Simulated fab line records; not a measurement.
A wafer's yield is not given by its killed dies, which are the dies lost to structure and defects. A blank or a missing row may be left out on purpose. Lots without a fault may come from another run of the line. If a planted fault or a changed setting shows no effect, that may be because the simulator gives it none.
What tool caused it? | flow rit-cmos | Sampling: 15 lots, 45 wafers, 5 of 202 route steps

WHAT THE GAUGES SHOWED, per wafer
RIT_ACTIVE_THK_MEAS_02. Usual: ACTIVE_OXIDE_THK gives 47.0 nm (standard deviation 0.98).
lot  | measured    | on            | ACTIVE_OXIDE_THK (nm) | flag
L149 | day 1 15:35 | film-metro-03 | 46.7 46.4 46.8        |
L150 | day 1 21:11 | film-metro-04 | 48.6 48.4 48.8        |
L151 | day 2 02:50 | film-metro-02 | 46.8 47.5 46.7        |
L152 | day 2 07:44 | film-metro-02 | 46.8 47.5 47.4        |
L153 | day 2 14:37 | film-metro-02 | 48.0 48.1 48.4        |
L155 | day 3 00:53 | film-metro-02 | 48.1 48.3 47.6        |
L156 | day 3 00:53 | film-metro-04 | 47.1 48.2 46.9        |
L157 | day 3 05:21 | film-metro-03 | 41.5 41.6 41.7        | OFF
L158 | day 3 10:07 | film-metro-04 | 42.9 42.6 42.6        | OFF
L160 | day 3 20:11 | film-metro-02 | 39.0 39.1 38.8        | OFF
L161 | day 4 01:32 | film-metro-04 | 46.4 47.1 47.4        |
L162 | day 4 07:20 | film-metro-02 | 45.1 46.0 45.4        |
L168 | day 5 12:24 | film-metro-03 | 47.4 46.9 46.4        |
L171 | day 6 06:07 | film-metro-03 | 47.1 47.1 46.5        |
L172 | day 6 09:37 | film-metro-02 | 46.2 46.4 45.8        |

RIT_REOX_THK_MEAS_04. Usual: REOX_OXIDE_THK gives 25.2 nm (standard deviation 0.41).
lot  | measured    | on            | REOX_OXIDE_THK (nm) | flag
L149 | day 3 12:44 | film-metro-01 | 24.5 24.9 25.1      |
L150 | day 3 19:05 | film-metro-01 | 24.8 24.9 24.7      |
L151 | day 3 23:35 | film-metro-01 | 24.6 25.0 25.1      |
L152 | day 4 00:29 | film-metro-04 | 25.6 25.5 25.6      |
L153 | day 4 05:09 | film-metro-04 | 25.4 25.7 25.3      |
L155 | day 4 12:42 | film-metro-03 | 25.1 25.3 25.1      |
L156 | day 4 11:56 | film-metro-04 | 25.3 25.5 25.2      |
L157 | day 4 16:23 | film-metro-03 | 24.8 24.6 24.4      |
L158 | day 4 19:35 | film-metro-01 | 26.2 25.9 25.8      |
L160 | day 5 05:43 | film-metro-04 | 25.2 25.4 25.3      |
L161 | day 5 10:40 | film-metro-03 | 24.9 24.6 24.7      |
L162 | day 5 16:02 | film-metro-04 | 25.5 25.3 25.5      |
L168 | day 6 22:37 | film-metro-01 | 25.5 25.2 25.5      |
L171 | day 7 13:17 | film-metro-03 | 25.0 25.1 25.3      |
L172 | day 7 16:40 | film-metro-03 | 25.5 25.3 25.7      |

RIT_M1_RS_MEAS_01: measurement is done with a four-point probe. Usual: M1_AL_RS gives 0.0734 ohm/sq (standard deviation 0.0006).
lot  | measured    | on            | M1_AL_RS (ohm/sq)    | flag
L149 | day 4 01:45 | film-metro-02 | 0.0736 0.0737 0.0747 |
L150 | day 4 08:23 | film-metro-03 | 0.0732 0.0733 0.0737 |
L151 | day 4 13:35 | film-metro-03 | 0.0727 0.0724 0.0726 |
L152 | day 4 13:44 | film-metro-04 | 0.0740 0.0737 0.0733 |
L153 | day 4 20:16 | film-metro-04 | 0.0731 0.0741 0.0726 |
L155 | day 5 02:28 | film-metro-02 | 0.0733 0.0736 0.0740 |
L156 | day 5 00:57 | film-metro-03 | 0.0732 0.0728 0.0735 |
L157 | day 5 06:11 | film-metro-03 | 0.0737 0.0733 0.0739 |
L158 | day 5 08:54 | film-metro-04 | 0.0731 0.0734 0.0730 |
L160 | day 5 18:56 | film-metro-03 | 0.0744 0.0736 0.0738 |
L161 | day 5 23:32 | film-metro-04 | 0.0732 0.0732 0.0733 |
L162 | day 6 04:41 | film-metro-02 | 0.0733 0.0738 0.0733 |
L168 | day 7 11:40 | film-metro-02 | 0.0739 0.0731 0.0730 |
L171 | day 8 01:50 | film-metro-03 | 0.0755 0.0752 0.0751 | OFF
L172 | day 8 04:56 | film-metro-02 | 0.0733 0.0727 0.0724 |

RIT_M1_CD_MEAS_90: the cd target is 2600 nm. Usual: cd-nm at 2600 nm, with a standard deviation of 3.3.
lot  | measured    | on        | cd-nm (nm)     | flag
L149 | day 4 03:52 | cd-sem-01 | 2602 2601 2602 |
L150 | day 4 10:31 | cd-sem-01 | 2605 2600 2603 |
L151 | day 4 15:59 | cd-sem-02 | 2602 2600 2602 |
L152 | day 4 16:11 | cd-sem-01 | 2595 2595 2594 |
L153 | day 4 22:28 | cd-sem-02 | 2596 2601 2597 |
L155 | day 5 04:48 | cd-sem-02 | 2602 2608 2602 |
L156 | day 5 03:14 | cd-sem-02 | 2602 2601 2598 |
L157 | day 5 08:10 | cd-sem-02 | 2597 2597 2599 |
L158 | day 5 10:53 | cd-sem-02 | 2601 2602 2601 |
L160 | day 5 21:07 | cd-sem-01 | 2597 2597 2598 |
L161 | day 6 01:38 | cd-sem-02 | 2604 2603 2605 |
L162 | day 6 06:40 | cd-sem-02 | 2595 2597 2596 |
L168 | day 7 13:39 | cd-sem-02 | 2604 2603 2600 |
L171 | day 8 03:55 | cd-sem-02 | 2600 2600 2598 |
L172 | day 8 06:55 | cd-sem-01 | 2597 2596 2597 |

TOOL THAT RAN EACH LOT (tool first, then ch and the chambers of the sampled wafers, then the start)
lot  | RIT_ACTIVE_OXIDATION_01
L149 | furnace-04 ch 0, day 1 13:37
L150 | furnace-04 ch 0, day 1 19:16
L151 | furnace-04 ch 0, day 2 00:54
L152 | furnace-03 ch 0, day 2 05:47
L153 | furnace-03 ch 0, day 2 12:40
L155 | furnace-04 ch 0, day 2 22:56
L156 | furnace-04 ch 0, day 2 22:56
L157 | furnace-04 ch 0, day 3 03:25
L158 | furnace-04 ch 0, day 3 08:09
L160 | furnace-04 ch 0, day 3 18:14
L161 | furnace-03 ch 0, day 3 23:35
L162 | furnace-03 ch 0, day 4 05:23
L168 | furnace-03 ch 0, day 5 10:28
L171 | furnace-03 ch 0, day 6 04:10
L172 | furnace-03 ch 0, day 6 07:40
- RIT_ACTIVE_OXIDATION_01: target thk 46.8 nm, ox time 3360 s.

WHAT THE TOOLS THEMSELVES READ (means of the sampled wafers that have a number; where no wafer has one, the mark that the record gives instead)
RIT_ACTIVE_OXIDATION_01. Usual: spike-tc-load-C at 1031.1 C, with a standard deviation of 1.7.
lot  | tool       | spike-tc-load-C (C) | flag
L149 | furnace-04 | 1032.2              |
L150 | furnace-04 | 1032.3              |
L151 | furnace-04 | 1031.4              |
L152 | furnace-03 | 1029.6              |
L153 | furnace-03 | 1029.9              |
L155 | furnace-04 | 1032.2              |
L156 | furnace-04 | 1032.9              |
L157 | furnace-04 | 1032.2              |
L158 | furnace-04 | 1032.9              |
L160 | furnace-04 | 1031.8              |
L161 | furnace-03 | 1029.9              |
L162 | furnace-03 | 1030.7              |
L168 | furnace-03 | 1029.9              |
L171 | furnace-03 | 1030.4              |
L172 | furnace-03 | 1030.8              |

THE ANSWER, worked out from the rows above alone
Rule: lot off if the mean of its wafers having a number is beyond 3 standard deviations from the usual mean. Also off: a lot with no number at a reading for which 4 or more lots have one. The other lots that the step has rows for count as sound. First the gauges in route order, then the tools' own readings, where a lot's mean is used as printed above. The first step at which some lot is off is used, and at that step the reading that is off furthest; a lot without a number counts as furthest.
Off: at RIT_ACTIVE_THK_MEAS_02 (ACTIVE_OXIDE_THK), L157, L158, L160.
A tool fits if, at a process step before that reading, it ran every lot that is off, and no sound lot after the first of them. Those tools and the gauges at RIT_ACTIVE_THK_MEAS_02 are tried in the same way. One fits: furnace-04 at RIT_ACTIVE_OXIDATION_01. Its last sound lot is L155 (day 2 22:56), its first lot that is off L157 (day 3 03:25): a fault that began between those two fits.

WHAT THE SIMULATOR PUT IN
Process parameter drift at RIT_ACTIVE_OXIDATION_01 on furnace-04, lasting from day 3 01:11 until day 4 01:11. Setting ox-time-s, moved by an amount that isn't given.
Lots struck among those shown: L157, L158, L160. The rule above reached the same finding.
